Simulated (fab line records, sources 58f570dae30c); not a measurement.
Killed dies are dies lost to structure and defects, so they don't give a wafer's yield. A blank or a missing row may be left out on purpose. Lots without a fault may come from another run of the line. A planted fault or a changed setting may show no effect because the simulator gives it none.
Chamber matching | flow berkeley_cmos170 | UCB170_V2_ETCH_14 on rie_diel-01: 4 sister chambers
The step etches SiO2 in CHF3/CF4/Ar, stops on Al, target depth 1250 nm, time 291 s. 8 wafers are shown with their chamber, then 7 later ones without.

WAFERS WITH THEIR CHAMBER
wafer  | chamber | throttle_valve_pct (%) | oes_product_au (a.u.)
L682.3 | 0       | 6.98                   | 0.905
L684.3 | 0       | 6.97                   | 0.897
L685.1 | 1       | 7.08                   | 0.896
L686.1 | 1       | 7.09                   | 0.883
L686.3 | 2       | 7.19                   | 0.877
L686.4 | 3       | 6.87                   | 0.864
L691.3 | 2       | 7.18                   | 0.875
L691.4 | 3       | 6.86                   | 0.860

WAFERS WITHOUT THEIR CHAMBER
wafer  | throttle_valve_pct (%) | oes_product_au (a.u.)
L691.5 | 6.97                   | 0.899
L697.3 | 6.99                   | 0.905
L697.4 | 7.10                   | 0.883
L697.5 | 6.97                   | 0.903
L698.2 | 6.97                   | 0.905
L698.3 | 6.88                   | 0.856
L698.5 | 7.17                   | 0.876

WHICH CHAMBER EACH WENT THROUGH
wafer  | from the rows above | in truth
L691.5 | 0                   | 0
L697.3 | 0                   | 0
L697.4 | 1                   | 1
L697.5 | 0                   | 0
L698.2 | 0                   | 0
L698.3 | 3                   | 3
L698.5 | 2                   | 2
Placed correctly: 7 of 7. Can't be placed from these rows: 0. Placed wrongly: 0.
How it was worked out, from the rows above alone: a wafer's distance from a chamber is the root of the sum, over the readings, of the square of ((its reading less the chamber's mean) divided by the reading's scatter). The wafer belongs to the nearest chamber; if the next one is less than 2 further off, it can't be placed. A chamber's mean is the mean of its shown wafers. The scatter: the root of (the sum of the squares of (reading less its chamber's mean) over the shown wafers, divided by (wafers less chambers)).
